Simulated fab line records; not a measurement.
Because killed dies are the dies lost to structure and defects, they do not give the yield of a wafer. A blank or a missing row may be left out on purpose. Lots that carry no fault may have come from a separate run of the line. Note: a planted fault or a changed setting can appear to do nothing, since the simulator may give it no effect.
Which tool was responsible? / flow berkeley_cmos170 / 14 lots, 42 wafers sampled, at 4 steps of a route of 331

## WHAT EACH GAUGE READ, for each wafer
UCB170_PLDD_OVL_MEAS_07.
lot=L821; measured=day 7 08:26; on=overlay-01; PLDD_OVL (nm)=4 -1 4
lot=L824; measured=day 7 21:23; on=overlay-02; PLDD_OVL (nm)=10 11 4
lot=L823; measured=day 7 21:38; on=overlay-01; PLDD_OVL (nm)=-5 5 3
lot=L825; measured=day 7 21:53; on=overlay-02; PLDD_OVL (nm)=-7 -3 1
lot=L826; measured=day 8 12:33; on=overlay-01; PLDD_OVL (nm)=-1 -6 -9
lot=L829; measured=day 8 18:56; on=overlay-01; PLDD_OVL (nm)=1 -1 0
lot=L830; measured=day 9 07:52; on=overlay-02; PLDD_OVL (nm)=-6 3 -5
lot=L834; measured=day 10 01:26; on=overlay-01; PLDD_OVL (nm)=-11 -4 1
lot=L835; measured=day 10 01:53; on=overlay-02; PLDD_OVL (nm)=0 -9 2
lot=L839; measured=day 10 14:47; on=overlay-02; PLDD_OVL (nm)=-14 -7 -11
lot=L837; measured=day 10 15:02; on=overlay-02; PLDD_OVL (nm)=-8 7 -5
lot=L841; measured=day 11 13:18; on=overlay-02; PLDD_OVL (nm)=0 9 6
lot=L843; measured=day 11 14:01; on=overlay-01; PLDD_OVL (nm)=2 -3 -5
lot=L844; measured=day 11 20:42; on=overlay-02; PLDD_OVL (nm)=-2 0 -7

UCB170_M1_OVL_MEAS_10.
lot=L821; measured=day 8 12:16; on=overlay-01; M1_OVL (nm)=5 1 2
lot=L824; measured=day 8 20:07; on=overlay-02; M1_OVL (nm)=4 3 -1
lot=L823; measured=day 8 20:06; on=overlay-01; M1_OVL (nm)=13 14 7
lot=L825; measured=day 8 18:50; on=overlay-02; M1_OVL (nm)=-1 -7 -7
lot=L826; measured=day 9 13:14; on=overlay-01; M1_OVL (nm)=7 5 3
lot=L829; measured=day 9 19:19; on=overlay-02; M1_OVL (nm)=-4 -6 -7
lot=L830; measured=day 10 09:49; on=overlay-01; M1_OVL (nm)=7 3 -1
lot=L834; measured=day 10 23:34; on=overlay-02; M1_OVL (nm)=2 1 4
lot=L835; measured=day 11 00:15; on=overlay-02; M1_OVL (nm)=2 7 3
lot=L839; measured=day 11 11:53; on=overlay-02; M1_OVL (nm)=0 0 -3
lot=L837; measured=day 11 13:44; on=overlay-01; M1_OVL (nm)=15 10 2
lot=L841; measured=day 12 08:41; on=overlay-02; M1_OVL (nm)=4 1 0
lot=L843; measured=day 12 10:04; on=overlay-02; M1_OVL (nm)=-7 -4 3
lot=L844; measured=day 12 23:13; on=overlay-01; M1_OVL (nm)=0 10 2

## WHAT TOOL EACH LOT RAN ON (gives the tool, then ch and the chambers of the sampled wafers, and finally the start)
lot=L821; UCB170_SPACER_CVD_00=pecvd-01 ch 0,2, day 7 11:22; UCB170_CONTACT_RTA_08=rtp_anneal-02 ch 0, day 8 08:47
lot=L824; UCB170_SPACER_CVD_00=pecvd-04 ch 0,2, day 8 00:25; UCB170_CONTACT_RTA_08=rtp_anneal-01 ch 0, day 8 16:07
lot=L823; UCB170_SPACER_CVD_00=pecvd-01 ch 1,2, day 8 01:32; UCB170_CONTACT_RTA_08=rtp_anneal-02 ch 0, day 8 16:08
lot=L825; UCB170_SPACER_CVD_00=pecvd-02 ch 0,2, day 8 01:43; UCB170_CONTACT_RTA_08=rtp_anneal-01 ch 0, day 8 15:25
lot=L826; UCB170_SPACER_CVD_00=pecvd-04 ch 1,2, day 8 15:24; UCB170_CONTACT_RTA_08=rtp_anneal-01 ch 0, day 9 10:10
lot=L829; UCB170_SPACER_CVD_00=pecvd-02 ch 0,1,2, day 8 21:28; UCB170_CONTACT_RTA_08=rtp_anneal-01 ch 0, day 9 15:25
lot=L830; UCB170_SPACER_CVD_00=pecvd-04 ch 0,1, day 9 11:14; UCB170_CONTACT_RTA_08=rtp_anneal-01 ch 0, day 10 04:31
lot=L834; UCB170_SPACER_CVD_00=pecvd-02 ch 1,2, day 10 04:20; UCB170_CONTACT_RTA_08=rtp_anneal-01 ch 0, day 10 19:43
lot=L835; UCB170_SPACER_CVD_00=pecvd-01 ch 0,1,2, day 10 07:46; UCB170_CONTACT_RTA_08=rtp_anneal-02 ch 0, day 10 21:00
lot=L839; UCB170_SPACER_CVD_00=pecvd-04 ch 0,1,2, day 10 17:25; UCB170_CONTACT_RTA_08=rtp_anneal-02 ch 0, day 11 08:22
lot=L837; UCB170_SPACER_CVD_00=pecvd-01 ch 0,2, day 10 17:40; UCB170_CONTACT_RTA_08=rtp_anneal-02 ch 0, day 11 09:33
lot=L841; UCB170_SPACER_CVD_00=pecvd-01 ch 0,1, day 11 15:46; UCB170_CONTACT_RTA_08=rtp_anneal-02 ch 0, day 12 05:07
lot=L843; UCB170_SPACER_CVD_00=pecvd-01 ch 0,1, day 11 16:28; UCB170_CONTACT_RTA_08=rtp_anneal-02 ch 0, day 12 07:05
lot=L844; UCB170_SPACER_CVD_00=pecvd-02 ch 0,1,2, day 11 23:44; UCB170_CONTACT_RTA_08=rtp_anneal-02 ch 0, day 12 18:49
- UCB170_SPACER_CVD_00: deposits SiO2 from TEOS/O2, target thk 376 nm, time 47 s.
- UCB170_CONTACT_RTA_08: time 10 s.

## WHAT THE TOOLS THEMSELVES READ (means of the sampled wafers that have a number; where no wafer has one, the mark that the record gives instead)
UCB170_SPACER_CVD_00.
lot=L821; tool=pecvd-01; heater_power_w (W)=321
lot=L824; tool=pecvd-04; heater_power_w (W)=225
lot=L823; tool=pecvd-01; heater_power_w (W)=211
lot=L825; tool=pecvd-02; heater_power_w (W)=204
lot=L826; tool=pecvd-04; heater_power_w (W)=299
lot=L829; tool=pecvd-02; heater_power_w (W)=288
lot=L830; tool=pecvd-04; heater_power_w (W)=271
lot=L834; tool=pecvd-02; heater_power_w (W)=277
lot=L835; tool=pecvd-01; heater_power_w (W)=266
lot=L839; tool=pecvd-04; heater_power_w (W)=277
lot=L837; tool=pecvd-01; heater_power_w (W)=271
lot=L841; tool=pecvd-01; heater_power_w (W)=254
lot=L843; tool=pecvd-01; heater_power_w (W)=235
lot=L844; tool=pecvd-02; heater_power_w (W)=247

UCB170_CONTACT_RTA_08.
lot=L821; tool=rtp_anneal-02; chamber_o2_ppm=2.028; lamp_power_pct (%)=29.8; wafer_temp_C_max=904.9
lot=L824; tool=rtp_anneal-01; chamber_o2_ppm=2.011; lamp_power_pct (%)=24.9; wafer_temp_C_max=902.1
lot=L823; tool=rtp_anneal-02; chamber_o2_ppm=1.975; lamp_power_pct (%)=29.8; wafer_temp_C_max=904.2
lot=L825; tool=rtp_anneal-01; chamber_o2_ppm=2.011; lamp_power_pct (%)=25.0; wafer_temp_C_max=902.0
lot=L826; tool=rtp_anneal-01; chamber_o2_ppm=2.009; lamp_power_pct (%)=24.9; wafer_temp_C_max=902.1
lot=L829; tool=rtp_anneal-01; chamber_o2_ppm=2.014; lamp_power_pct (%)=25.0; wafer_temp_C_max=902.3
lot=L830; tool=rtp_anneal-01; chamber_o2_ppm=2.013; lamp_power_pct (%)=24.0; wafer_temp_C_max=887.6
lot=L834; tool=rtp_anneal-01; chamber_o2_ppm=2.000; lamp_power_pct (%)=24.0; wafer_temp_C_max=887.4
lot=L835; tool=rtp_anneal-02; chamber_o2_ppm=2.017; lamp_power_pct (%)=29.9; wafer_temp_C_max=905.3
lot=L839; tool=rtp_anneal-02; chamber_o2_ppm=1.987; lamp_power_pct (%)=29.8; wafer_temp_C_max=904.1
lot=L837; tool=rtp_anneal-02; chamber_o2_ppm=2.027; lamp_power_pct (%)=29.9; wafer_temp_C_max=905.5
lot=L841; tool=rtp_anneal-02; chamber_o2_ppm=1.997; lamp_power_pct (%)=29.9; wafer_temp_C_max=905.1
lot=L843; tool=rtp_anneal-02; chamber_o2_ppm=1.993; lamp_power_pct (%)=29.8; wafer_temp_C_max=905.3
lot=L844; tool=rtp_anneal-02; chamber_o2_ppm=2.011; lamp_power_pct (%)=29.8; wafer_temp_C_max=904.0

## THE ANSWER, worked out from the rows above alone
Rule: the usual values come from the lots themselves. The widest of any qualifying gaps counts: lots, ordered by their means at a reading, are off when they make up no more than a third of the lots, leave a main group of 4 or more, and stand apart from it by 3 or more times the standard deviation of that group's means. The tables above print the reading to a certain number of digits; a main group whose means all agree to those digits is not used. Also off: a lot with no number at a reading for which 4 or more lots have one. Where the step has rows for the other lots, those lots are counted as sound. First the gauges in route order, then the tools' own readings, where a lot's mean is used as printed above. The first step at which some lot is off is used, and at that step the reading that is off furthest; a lot without a number counts as furthest.
Off, at UCB170_CONTACT_RTA_08 on wafer_temp_C_max: L830, L834. The main group has a mean of 903.9 with a standard deviation of 1.3.
A tool fits if, at that step or a process step before it, it ran every lot that is off, and no sound lot after the first of them. One candidate fits, namely rtp_anneal-01 at UCB170_CONTACT_RTA_08. A fault onset in the window from L829 (day 9 15:25, its last sound lot) to L830 (day 10 04:31, its first lot off) fits.
On the lots that are off, the tool's own readings at UCB170_CONTACT_RTA_08 differ by more than 5 times the standard deviation of the sound lots' means, which bears it out; wafer_temp_C_max reads 887.5 there versus 903.9 on the sound lots.

## WHAT THE SIMULATOR HAD INSERTED
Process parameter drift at UCB170_CONTACT_RTA_08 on rtp_anneal-01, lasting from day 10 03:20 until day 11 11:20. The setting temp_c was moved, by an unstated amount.
Shown lots that were struck: L830, L834. The rule above found the same.
